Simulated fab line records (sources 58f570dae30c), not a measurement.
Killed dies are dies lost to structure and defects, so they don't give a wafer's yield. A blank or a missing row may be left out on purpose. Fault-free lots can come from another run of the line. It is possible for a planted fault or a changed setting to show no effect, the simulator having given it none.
Which tool did it? + flow berkeley_cmos170 + 42 wafers from 14 lots sampled at 3 of the route's 331 steps

## WHAT EACH GAUGE READ, for each wafer
UCB170_ACTIVE_CD_MEAS_13 targets a cd of 1200 nm.
| lot  | measured    | on        | cd_nm (nm)           |
|------|-------------|-----------|----------------------|
| L831 | day 4 09:37 | cd_sem-01 | 1201.0 1199.9 1200.1 |
| L832 | day 5 06:20 | cd_sem-02 | 1200.6 1200.4 1199.5 |
| L834 | day 5 10:19 | cd_sem-02 | 1201.9 1201.7 1200.5 |
| L837 | day 6 08:08 | cd_sem-01 | 1201.1 1201.4 1200.3 |
| L841 | day 6 16:49 | cd_sem-02 | 1199.5 1199.5 1200.6 |
| L839 | day 6 16:53 | cd_sem-01 | 1200.8 1201.5 1199.8 |
| L846 | day 7 23:55 | cd_sem-02 | 1199.9 1200.0 1199.2 |
| L847 | day 8 00:30 | cd_sem-02 | 1199.3 1199.6 1199.1 |
| L849 | day 8 15:07 | cd_sem-02 | 1200.5 1200.8 1201.6 |
| L848 | day 8 15:21 | cd_sem-01 | 1201.8 1200.6 1202.3 |
| L851 | day 9 04:11 | cd_sem-01 | 1197.9 1199.0 1199.6 |
| L850 | day 9 04:23 | cd_sem-01 | 1198.0 1198.3 1198.5 |
| L852 | day 9 05:04 | cd_sem-02 | 1199.2 1199.4 1200.3 |
| L854 | day 9 13:17 | cd_sem-01 | 1199.9 1200.4 1198.2 |

UCB170_FIELD_THK_MEAS_02.
| lot  | measured    | on            | FIELD_OXIDE_THK (nm) |
|------|-------------|---------------|----------------------|
| L831 | day 4 22:55 | film_metro-01 | 570 573 571          |
| L832 | day 5 14:11 | film_metro-01 | 565 566 567          |
| L834 | day 5 20:40 | film_metro-03 | 560 569 569          |
| L837 | day 6 21:16 | film_metro-03 | 570 571 567          |
| L841 | day 7 03:05 | film_metro-04 | 550 557 554          |
| L839 | day 7 03:05 | film_metro-01 | 553 553 561          |
| L846 | day 8 09:33 | film_metro-03 | 539 542 551          |
| L847 | day 8 09:37 | film_metro-01 | 552 550 549          |
| L849 | day 9 00:13 | film_metro-01 | 551 551 541          |
| L848 | day 9 00:13 | film_metro-04 | 556 564 560          |
| L851 | day 9 14:25 | film_metro-04 | 550 547 550          |
| L850 | day 9 14:26 | film_metro-03 | 555 555 550          |
| L852 | day 9 14:30 | film_metro-04 | 538 557 545          |
| L854 | day 9 23:10 | film_metro-01 | 562 570 557          |

## TOOL THAT RAN EACH LOT (tool first, then ch and the chambers of the sampled wafers, then the start)
| lot  | UCB170_PFIELD_PEB_04             |
|------|----------------------------------|
| L831 | litho_track-03 ch 0, day 4 12:38 |
| L832 | litho_track-02 ch 0, day 5 08:08 |
| L834 | litho_track-03 ch 0, day 5 14:17 |
| L837 | litho_track-02 ch 0, day 6 12:05 |
| L841 | litho_track-02, day 6 19:11      |
| L839 | litho_track-04, day 6 19:13      |
| L846 | litho_track-02 ch 0, day 8 02:04 |
| L847 | litho_track-02 ch 0, day 8 02:22 |
| L849 | litho_track-03 ch 0, day 8 16:28 |
| L848 | litho_track-04 ch 0, day 8 16:43 |
| L851 | litho_track-03 ch 0, day 9 06:14 |
| L850 | litho_track-04 ch 0, day 9 06:40 |
| L852 | litho_track-03 ch 0, day 9 07:01 |
| L854 | litho_track-04 ch 0, day 9 14:59 |
- UCB170_PFIELD_PEB_04

## WHAT THE TOOLS THEMSELVES READ (means of the sampled wafers that have a number; where no wafer has one, the mark that the record gives instead)
UCB170_PFIELD_PEB_04.
| lot  | tool           | chill_plate_temp_C (C) | exhaust_pa (Pa) | resist_line_temp_C (C) |
|------|----------------|------------------------|-----------------|------------------------|
| L831 | litho_track-03 | 23.01                  | 45.5            | 22.99                  |
| L832 | litho_track-02 | 22.99                  | 45.6            | 23.00                  |
| L834 | litho_track-03 | 23.16                  | 44.5            | 22.88                  |
| L837 | litho_track-02 | 23.02                  | 46.2            | 23.05                  |
| L841 | litho_track-02 | -                      | -               | -                      |
| L839 | litho_track-04 | -                      | -               | -                      |
| L846 | litho_track-02 | 23.01                  | 45.9            | 22.95                  |
| L847 | litho_track-02 | 23.27                  | 44.5            | 23.18                  |
| L849 | litho_track-03 | 22.90                  | 44.9            | 22.85                  |
| L848 | litho_track-04 | 22.97                  | 44.5            | 23.07                  |
| L851 | litho_track-03 | 23.04                  | 44.5            | 22.84                  |
| L850 | litho_track-04 | 22.95                  | 44.1            | 23.05                  |
| L852 | litho_track-03 | 22.99                  | 45.0            | 23.04                  |
| L854 | litho_track-04 | 23.14                  | 44.0            | 23.04                  |

## THE ANSWER, worked out from the rows above alone
Rule: usual is defined by the lots themselves. Put in order of their means at a reading, lots are off if they are a third of the lots or fewer, leave a main group of 4 or more, and stand apart from it by a gap of 3 or more times the standard deviation of the main group's means; of several such gaps the widest counts. A main group is skipped when, at the precision printed for the reading in the tables above, its means are all equal. A lot without any number at a reading at which 4 lots or more have one is off too. Where the step has rows for the other lots, those lots are counted as sound. The gauges are gone through in route order, then the tools' own readings, and for those a lot's mean is taken as printed above. At the first step where some lot is off, the reading lying furthest off is the one used; lots without a number count as furthest.
Off at UCB170_PFIELD_PEB_04 (chill_plate_temp_C): L841, L839. Without a number there: L841, L839. The main group: mean 23.04 C, standard deviation 0.099.
A tool fits if, at that step or a process step before it, it ran every lot that is off, and no sound lot after the first of them. Of those tried, none fits.

## WHAT THE SIMULATOR PUT IN
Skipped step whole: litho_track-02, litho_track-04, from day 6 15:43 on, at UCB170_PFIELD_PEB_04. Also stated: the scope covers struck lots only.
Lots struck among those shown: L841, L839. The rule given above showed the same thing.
